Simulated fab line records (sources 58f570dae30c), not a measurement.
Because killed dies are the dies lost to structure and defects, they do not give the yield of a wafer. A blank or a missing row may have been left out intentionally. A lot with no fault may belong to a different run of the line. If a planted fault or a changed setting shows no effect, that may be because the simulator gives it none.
Split-lot trial :: flow berkeley_cmos170 :: 27 wafers read from 5 lots, route of 331 steps

ABOUT THE SPLIT
At UCB170_NWELL_OXIDATION_01 (target thk 26.4 nm, ox time 1260 s), the setting ox_time_s was moved away from the recipe's 1260 s on 12 of the 27 wafers read, by -18.7% to +32.7%. For the rest of the wafers, this setting stayed at what the recipe calls for.

Split to reading: the file shows no intervening step.

THE READING
NWELL_OXIDE_THK at UCB170_NWELL_THK_MEAS_02, in nm. Fault-free wafers of this fab line usually give 26.5 nm, standard deviation 0.51 nm.

wafer: L077.1
tool, chamber at the split: -, -
ox_time_s as run, s: 1025
against the recipe: -18.7%
NWELL_OXIDE_THK, nm: 23.9
against lot-mates on the recipe: no lot-mate on the recipe

wafer: L077.2
tool, chamber at the split: -, -
ox_time_s as run, s: 1025
against the recipe: -18.7%
NWELL_OXIDE_THK, nm: 23.7
against lot-mates on the recipe: no lot-mate on the recipe

wafer: L077.3
tool, chamber at the split: -, -
ox_time_s as run, s: 1025
against the recipe: -18.7%
NWELL_OXIDE_THK, nm: 23.9
against lot-mates on the recipe: no lot-mate on the recipe

wafer: L077.4
tool, chamber at the split: -, -
ox_time_s as run, s: 1025
against the recipe: -18.7%
NWELL_OXIDE_THK, nm: 23.7
against lot-mates on the recipe: no lot-mate on the recipe

wafer: L077.5
tool, chamber at the split: -, -
ox_time_s as run, s: 1025
against the recipe: -18.7%
NWELL_OXIDE_THK, nm: 23.6
against lot-mates on the recipe: no lot-mate on the recipe

wafer: L077.6
tool, chamber at the split: -, -
ox_time_s as run, s: 1025
against the recipe: -18.7%
NWELL_OXIDE_THK, nm: 23.8
against lot-mates on the recipe: no lot-mate on the recipe

wafer: L078.1
tool, chamber at the split: -, -
ox_time_s as run, s: 1260
against the recipe: recipe
NWELL_OXIDE_THK, nm: 27.2
against lot-mates on the recipe: -

wafer: L078.2
tool, chamber at the split: -, -
ox_time_s as run, s: 1260
against the recipe: recipe
NWELL_OXIDE_THK, nm: 26.9
against lot-mates on the recipe: -

wafer: L078.3
tool, chamber at the split: -, -
ox_time_s as run, s: 1260
against the recipe: recipe
NWELL_OXIDE_THK, nm: 27.0
against lot-mates on the recipe: -

wafer: L078.4
tool, chamber at the split: -, -
ox_time_s as run, s: 1260
against the recipe: recipe
NWELL_OXIDE_THK, nm: 27.0
against lot-mates on the recipe: -

wafer: L078.5
tool, chamber at the split: -, -
ox_time_s as run, s: 1260
against the recipe: recipe
NWELL_OXIDE_THK, nm: 26.5
against lot-mates on the recipe: -

wafer: L078.6
tool, chamber at the split: -, -
ox_time_s as run, s: 1260
against the recipe: recipe
NWELL_OXIDE_THK, nm: 27.1
against lot-mates on the recipe: -

wafer: L081.1
tool, chamber at the split: -, -
ox_time_s as run, s: 1672
against the recipe: +32.7%
NWELL_OXIDE_THK, nm: 30.5
against lot-mates on the recipe: no lot-mate on the recipe

wafer: L081.2
tool, chamber at the split: -, -
ox_time_s as run, s: 1672
against the recipe: +32.7%
NWELL_OXIDE_THK, nm: 30.3
against lot-mates on the recipe: no lot-mate on the recipe

wafer: L081.3
tool, chamber at the split: -, -
ox_time_s as run, s: 1672
against the recipe: +32.7%
NWELL_OXIDE_THK, nm: 31.0
against lot-mates on the recipe: no lot-mate on the recipe

wafer: L081.4
tool, chamber at the split: -, -
ox_time_s as run, s: 1672
against the recipe: +32.7%
NWELL_OXIDE_THK, nm: 30.5
against lot-mates on the recipe: no lot-mate on the recipe

wafer: L081.5
tool, chamber at the split: -, -
ox_time_s as run, s: 1672
against the recipe: +32.7%
NWELL_OXIDE_THK, nm: 30.4
against lot-mates on the recipe: no lot-mate on the recipe

wafer: L081.6
tool, chamber at the split: -, -
ox_time_s as run, s: 1672
against the recipe: +32.7%
NWELL_OXIDE_THK, nm: 30.2
against lot-mates on the recipe: no lot-mate on the recipe

wafer: L083.2
tool, chamber at the split: furnace-02, 0
ox_time_s as run, s: 1260
against the recipe: recipe
NWELL_OXIDE_THK, nm: 25.9
against lot-mates on the recipe: -

wafer: L083.3
tool, chamber at the split: furnace-02, 0
ox_time_s as run, s: 1260
against the recipe: recipe
NWELL_OXIDE_THK, nm: 25.7
against lot-mates on the recipe: -

wafer: L083.6
tool, chamber at the split: furnace-02, 0
ox_time_s as run, s: 1260
against the recipe: recipe
NWELL_OXIDE_THK, nm: 26.4
against lot-mates on the recipe: -

wafer: L085.1
tool, chamber at the split: -, -
ox_time_s as run, s: 1260
against the recipe: recipe
NWELL_OXIDE_THK, nm: 26.2
against lot-mates on the recipe: -

wafer: L085.2
tool, chamber at the split: -, -
ox_time_s as run, s: 1260
against the recipe: recipe
NWELL_OXIDE_THK, nm: 26.5
against lot-mates on the recipe: -

wafer: L085.3
tool, chamber at the split: -, -
ox_time_s as run, s: 1260
against the recipe: recipe
NWELL_OXIDE_THK, nm: 26.4
against lot-mates on the recipe: -

wafer: L085.4
tool, chamber at the split: -, -
ox_time_s as run, s: 1260
against the recipe: recipe
NWELL_OXIDE_THK, nm: 26.6
against lot-mates on the recipe: -

wafer: L085.5
tool, chamber at the split: -, -
ox_time_s as run, s: 1260
against the recipe: recipe
NWELL_OXIDE_THK, nm: 26.5
against lot-mates on the recipe: -

wafer: L085.6
tool, chamber at the split: -, -
ox_time_s as run, s: 1260
against the recipe: recipe
NWELL_OXIDE_THK, nm: 26.6
against lot-mates on the recipe: -

FIT RESULTS
A straight line over all 27 wafers: NWELL_OXIDE_THK changes by +0.129 nm for each +1% of ox_time_s; r = +0.99; the points scatter about the line by 0.39 nm.
Too few moved wafers have a lot-mate on the recipe to fit a line with each lot's own level taken away.

THE WHOLE CHAIN: every reading that the file lists as answering this split, in the file's order
step: UCB170_NWELL_OXIDATION_01
what it does: target thk 26.4 nm, ox time 1260 s
reading: SiO2_of_NWELL_OXIDATION_01.thk_nm (the simulator's own value, which no gauge read)
change (the file's fit): +0.129 nm for each +1% of the setting
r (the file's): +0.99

step: UCB170_NWELL_THK_MEAS_02
what it does: 
reading: NWELL_OXIDE_THK
change (the file's fit): +0.129 for each +1% of the setting
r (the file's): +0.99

THE FILE'S OWN FIT
NWELL_OXIDE_THK changes by +0.129 nm for each +1% of ox_time_s, r = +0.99.
